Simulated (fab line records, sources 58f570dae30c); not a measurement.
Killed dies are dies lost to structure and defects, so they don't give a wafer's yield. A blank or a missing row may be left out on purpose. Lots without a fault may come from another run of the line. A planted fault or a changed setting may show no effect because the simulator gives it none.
Split-lot experiment | flow berkeley_cmos170 | 5 lots, 23 wafers read, on a route of 331 steps

THE SPLIT
At UCB170_NSD_PEB_04, the setting peb_temp_c was moved away from the recipe's 130 C on 8 of the 23 wafers read, by -2.8% to +2.8%. The other wafers ran this setting at the recipe's value.

FROM THE SPLIT TO THE READING: what the file shows between them, 1 step
- UCB170_NSD_DEVELOP_05: develop time 45 s

THE READING
cd_nm, in nm, at UCB170_NSD_CD_MEAS_06 (target cd 1200 nm). Fault-free wafers of this fab line usually give 1199.2 nm, standard deviation 1.3 nm.

wafer  | tool, chamber at the split | peb_temp_c as run, C | against the recipe | cd_nm, nm | against lot-mates on the recipe
L075.4 | litho_track-03, 0          | 130                  | recipe             | 1197.4    | -
L075.5 | litho_track-03, 0          | 130                  | recipe             | 1197.2    | -
L075.6 | litho_track-03, 0          | 130                  | recipe             | 1198.5    | -
L076.1 | litho_track-04, 0          | 127.4                | -2.0%              | 1179.5    | -19.2
L076.2 | litho_track-04, 0          | 127.4                | -2.0%              | 1179.0    | -19.8
L076.3 | litho_track-04, 0          | 127.4                | -2.0%              | 1179.3    | -19.5
L076.4 | litho_track-04, 0          | 130                  | recipe             | 1198.3    | -
L076.6 | litho_track-04, 0          | 130                  | recipe             | 1199.2    | -
L079.1 | litho_track-03, 0          | 130                  | recipe             | 1202.1    | -
L079.2 | litho_track-03, 0          | 133.6                | +2.8%              | 1223.5    | +21.7
L079.3 | litho_track-03, 0          | 133.6                | +2.8%              | 1221.9    | +20.1
L079.5 | litho_track-03, 0          | 130                  | recipe             | 1201.5    | -
L079.6 | litho_track-03, 0          | 133.6                | +2.8%              | 1222.0    | +20.2
L083.1 | litho_track-01, 0          | 130                  | recipe             | 1198.6    | -
L083.2 | litho_track-01, 0          | 130                  | recipe             | 1198.3    | -
L083.3 | litho_track-01, 0          | 130                  | recipe             | 1197.6    | -
L083.5 | litho_track-01, 0          | 126.4                | -2.8%              | 1171.5    | -26.7
L083.6 | litho_track-01, 0          | 126.4                | -2.8%              | 1170.1    | -28.1
L085.1 | litho_track-03, 0          | 130                  | recipe             | 1199.4    | -
L085.2 | litho_track-03, 0          | 130                  | recipe             | 1198.9    | -
L085.3 | litho_track-03, 0          | 130                  | recipe             | 1200.1    | -
L085.4 | litho_track-03, 0          | 130                  | recipe             | 1199.3    | -
L085.6 | litho_track-03, 0          | 130                  | recipe             | 1199.4    | -

THE FIT
A straight line over all 23 wafers: cd_nm changes by +9.29 nm for each +1% of peb_temp_c; r = +0.99; the points scatter about the line by 1.6 nm.
The same after taking each lot's own level away (the mean of its wafers on the recipe; 23 wafers): +8.68 nm for each +1%; r = +0.99; scatter 1.6 nm.
On that fit, the largest move of peb_temp_c shifts the reading by 24 nm.
The lots' own levels span 1197.70 to 1201.80 nm, that is 3.2 times the standard deviation above.
So the lot-to-lot level changes the slope little: the two slopes agree.
Check: with one of the wafers moved furthest among these (+2.8%) left out of the fit, the line predicts +23.4 nm for it against its lot-mates. It came out at +21.7 nm against them.

OTHER SPLITS ON THESE WAFERS
These wafers also went through other splits before the reading. Each is held against what the fit with the lots' levels taken away leaves over:
other split on the same wafers   | wafers away from the commonest value | r with cd_nm (lot level and that fit taken away)
UCB170_START_OXIDATION_02 temp_c | 10                                   | -0.31
UCB170_FIELD_OXIDATION_01 temp_c | 10                                   | +0.42
UCB170_SACOX_OXIDATION_01 temp_c | 10                                   | -0.15
UCB170_PVT_SOFTBAKE_02 time_s    | 9                                    | -0.09
UCB170_SPACER_CVD_00 rf_w        | 11                                   | +0.01

THE FILE'S OWN FIT
cd_nm changes by +8.89 nm for each +1% of peb_temp_c, r = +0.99.
